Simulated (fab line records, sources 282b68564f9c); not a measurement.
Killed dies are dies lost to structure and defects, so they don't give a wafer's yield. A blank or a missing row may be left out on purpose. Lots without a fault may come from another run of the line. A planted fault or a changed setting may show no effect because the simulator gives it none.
One fault seen from 2 desks | flow rit_cmos | each desk has only its own numbers; what lay behind them comes last

THE METROLOGY DESK
What the gauges read, lot by lot, whatever tool the lot ran on: means of the sampled wafers that have a number. A lot is out of limits, marked OUT, if its mean lies more than 4 standard deviations from the usual mean; the brackets give that distance.
Columns: A = SILICIDE_TI_RS at RIT_SILICIDE_RS_MEAS_02, usual 49.7 ohm/sq
lot  | first seen here | A
L281 | day 3 05:02     | 49.9
L282 | day 3 13:19     | 49.3
L284 | day 4 01:12     | 50.8
L286 | day 4 10:33     | 49.6
L287 | day 4 13:59     | 50.1
L288 | day 4 19:07     | 49.9
L289 | day 5 03:17     | 49.3
L290 | day 5 05:05     | 49.5
L291 | day 5 11:01     | 50.0
L294 | day 5 21:49     | 48.8
L295 | day 6 07:04     | 49.3
L296 | day 6 10:44     | 50.2
L304 | day 7 23:35     | 47.9
This desk's finding: nothing out of limits on any of the 13 lots.

THE TOOL OWNER'S DESK: pvd_sputter-03
The tool's own readings at RIT_SILICIDE_SPUTTER_01 (material Ti, target thk 30 nm, time 240 s): means of the sampled wafers that have a number, for each lot that ran on this tool. A lot is out of limits, marked OUT, if its mean lies more than 4 standard deviations from the usual mean; the brackets give that distance.
Columns: A = chamber_pressure_pa at RIT_SILICIDE_SPUTTER_01, usual 0.6670 Pa; B = throttle_valve_pct at RIT_SILICIDE_SPUTTER_01, usual 29.9 %
lot  | first seen here | A                 | B
L281 | day 3 04:53     | 0.6677            | 29.6
L287 | day 4 13:49     | 0.6666            | 29.4
L289 | day 5 03:08     | 0.6670            | 29.5
L294 | day 5 21:39     | 0.6665            | 29.5
L296 | day 6 10:35     | 0.6659            | 29.6
L304 | day 7 23:25     | 0.6613 (-4.4) OUT | 29.6
This desk's finding: out of limits on L304; first on L304, day 7 23:25 (chamber_pressure_pa at RIT_SILICIDE_SPUTTER_01). In limits: L281, L287, L289, L294, L296.

PUT TOGETHER
The tool owner's desk could have raised an alarm at day 7 23:25, on L304.
The metrology desk saw nothing out of limits.
The metrology desk has L304 on record, within its limits.
Of the lots named, all ran RIT_SILICIDE_SPUTTER_01 on pvd_sputter-03.

WHAT THE SIMULATOR HAD PUT IN
Process parameter drift: pvd_sputter-03, from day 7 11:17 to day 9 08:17, at RIT_SILICIDE_SPUTTER_01. Setting chamber_pressure_pa, moved by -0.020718, from 0.667. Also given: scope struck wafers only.
Lots struck among those shown: L304.
Hours from the fault's start to each desk's first reading out of limits: the tool owner's desk, 12.
